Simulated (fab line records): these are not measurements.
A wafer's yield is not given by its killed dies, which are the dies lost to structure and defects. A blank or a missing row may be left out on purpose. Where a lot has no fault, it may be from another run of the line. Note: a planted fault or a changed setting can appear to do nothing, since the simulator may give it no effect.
Struck lot and sound lot, side by side :: flow berkeley_cmos170 :: 16 out of 331 route steps
Sound: wafers L717.3, L717.4, L717.6. Struck: wafer L724.3 (L724.4, L724.6, from the same lot, were not struck and are left out); the cause is given at the end.
Per side, at each step with rows, come the tool, then ch with its chambers, and then its first start. Under that, the readings that differ: sound wafers :: struck wafers :: difference of the means :: sigmas: that difference in standard deviations of wafers without a fault.
alike: readings with means less than 2 such deviations apart, plus words and numbers identical on both sides. not compared: withheld readings, readings lacking a value on some wafer, bounds such as >300 that could conceal the same value, and numbers that have no deviation in the record and whose values overlap.
A row with sigmas, a row that says differs or no value, or rows on one side alone: a step with any of these is where the two part. Numbers that have no deviation but don't overlap get no sigmas and don't part them. Lack of a reading on every wafer of one side parts them only where that side has two or more wafers.

first, 6 steps without rows for these wafers: UCB170_M2_COAT_09; UCB170_M2_COAT_10 (resist thk 900 nm); UCB170_M2_SOFTBAKE_11 (time 60 s); UCB170_M2_EXPOSE_12 (exposes mask METAL2, target cd 700 nm); UCB170_M2_PEB_13; UCB170_M2_DEVELOP_14 (develop time 45 s).
UCB170_M2_CD_MEAS_15: the cd target is 700 nm.
  sound on cd_sem-01, day 8 20:42; struck on cd_sem-02, day 11 06:04
  alike: cd_nm
UCB170_M2_OVL_MEAS_16:
  sound on overlay-01, day 8 20:47; struck on overlay-01, day 11 06:09
  alike: M2_OVL
UCB170_M2_ETCH_17: etches BARC in N2/H2.
  sound on rie_diel-02 ch 0,2,3, day 8 20:49; struck on rie_diel-02 ch 3, day 11 06:10
  alike: drypump_motor_current_A, oes_product_au, throttle_valve_pct
UCB170_M2_METAL_ETCH_18: etches Al in Cl2/BCl3, stops on SiO2, target depth 1170 nm, time 195 s.
  sound on rie_metal-01 ch 0,1, day 8 20:55; struck on rie_metal-04 ch 0, day 11 06:17
  alike: drypump_motor_current_A, mfc_cl2_sccm, oes_product_au, throttle_valve_pct
  not compared: rf_hours_counter_h
UCB170_M2_STRIP_19: strips in O2.
  sound on plasma_asher-02 ch 0,1, day 8 21:05; struck on plasma_asher-04 ch 1, day 11 06:26
  alike: drypump_motor_current_A, oes_product_au
  not compared: rf_hours_counter_h
UCB170_M2_CD_MEAS_90: the cd target is 700 nm.
  sound on cd_sem-02, day 8 21:11; struck on cd_sem-01, day 11 06:32
  alike: cd_nm
UCB170_V2_CVD_00: deposits SiO2 from TEOS/O2, target thk 2000 nm, time 250 s.
  sound on pecvd-04 ch 1,2, day 8 21:16; struck on pecvd-02 ch 2, day 11 06:37
reading: model.SiO2_of_V2_CVD_00.thk_nm (nm)
sound: 2012 2035 2012
struck: 2715
difference: +695
sigmas: 
  alike: heater_power_w
UCB170_V2_THK_MEAS_01:
  sound on film_metro-01, day 8 21:26; struck on film_metro-03, day 11 06:48
reading: V2_TEOS_THK (nm)
sound: 2011 2036 2012
struck: 2715
difference: +695
sigmas: +26
UCB170_V2_CMP_02: polishes SiO2.
  sound on cmp-01 ch 0,1,3, day 8 21:35; struck on cmp-02 ch 1, day 11 06:50
  alike: head_pressure_psi, motor_current_A
UCB170_M3_PROBE_99:
  record: rows for the struck wafers here (prober-02, day 11 13:05), none for the sound ones

WHERE THEY PART
At UCB170_V2_THK_MEAS_01 first; at UCB170_M3_PROBE_99 last (within this record only).

WHY: the cause the simulator had injected
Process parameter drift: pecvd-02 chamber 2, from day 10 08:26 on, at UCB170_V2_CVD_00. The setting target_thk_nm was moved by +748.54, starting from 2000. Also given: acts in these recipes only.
